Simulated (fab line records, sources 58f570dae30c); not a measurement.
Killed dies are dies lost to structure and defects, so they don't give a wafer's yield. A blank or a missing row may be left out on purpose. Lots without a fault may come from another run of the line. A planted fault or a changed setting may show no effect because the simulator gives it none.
A struck lot beside a sound one | flow berkeley_cmos170 | 15 steps out of a route of 331
Sound: wafers L925.2, L925.3, L925.4. Struck: wafers L936.1, L936.3, L936.6. The cause comes at the end.
At each step with rows: each side's tool, then ch and its chambers, then its first start. Under that, the readings that differ: sound wafers | struck wafers | difference of the means | sigmas: that difference in standard deviations of wafers without a fault.
alike: readings whose means differ by less than 2 such deviations, and words and numbers that are the same on both sides. not compared: withheld readings, readings that some wafer has no value for, bounds like >300 that may hide the same value, and numbers for which the record gives no deviation and whose values overlap.
The two part at a step that has a row with sigmas, a row that says differs or no value, or rows on one side only. Numbers that don't overlap but have no deviation are shown without sigmas and don't part them. A reading that every wafer of one side lacks parts them only if that side has two wafers or more.

first, 2 steps without rows for these wafers: UCB170_SCREENOX_WET_ETCH_00 (etches SiO2 in dHF, time 200 s); UCB170_SCREENOX_OXIDATION_01 (target thk 14.4 nm, ox time 2400 s).
UCB170_SCREENOX_THK_MEAS_02:
  sound on film_metro-01, day 5 23:14; struck on film_metro-01, day 9 02:55
  alike: SCREENOX_OXIDE_THK
then, 7 steps without rows for these wafers: UCB170_SCREENOX_ANNEAL_03 (time 900 s); UCB170_NVT_HMDS_00 (prime time 60 s); UCB170_NVT_COAT_01 (resist thk 900 nm); UCB170_NVT_SOFTBAKE_02 (time 60 s); UCB170_NVT_EXPOSE_03 (exposes mask PWELL, target cd 3000 nm); UCB170_NVT_PEB_04; UCB170_NVT_DEVELOP_05 (develop time 45 s).
UCB170_NVT_OVL_MEAS_06:
  sound on overlay-01, day 6 05:19; struck on overlay-02, day 9 11:13
  reading      | sound | struck     | difference | sigmas
  NVT_OVL (nm) | 0 2 1 | -7 -12 -10 | -11        | -2
then, 1 step without rows for these wafers: UCB170_NVT_IMPLANT_07.
UCB170_NVT_STRIP_08: strips in O2.
  sound on plasma_asher-02 ch 0,1, day 6 05:29; struck on plasma_asher-01 ch 0,1, day 9 11:24
  reading               | sound             | struck            | difference | sigmas
  oes_product_au (a.u.) | 0.732 0.728 0.733 | 0.863 0.858 0.860 | +0.129     | +30
  overash_fraction      | 0.5 0.5 0.5       | 0.2 0.2 0.2       | -0.3       |
  alike: chamber_pressure_mTorr, drypump_motor_current_A, strip_time_to_endpoint_s
  not compared: rf_hours_counter_h
UCB170_NVT_TW_MEAS_09:
  sound on film_metro-03, day 6 05:36; struck on film_metro-04, day 9 11:30
  alike: NVT_TW
UCB170_M3_PROBE_99:
  the record has rows for the sound wafers here (prober-02, day 8 16:55) and none for the struck ones

WHERE THEY PART
First at UCB170_NVT_OVL_MEAS_06; last, within this record, at UCB170_M3_PROBE_99.

WHY: what the simulator had put in
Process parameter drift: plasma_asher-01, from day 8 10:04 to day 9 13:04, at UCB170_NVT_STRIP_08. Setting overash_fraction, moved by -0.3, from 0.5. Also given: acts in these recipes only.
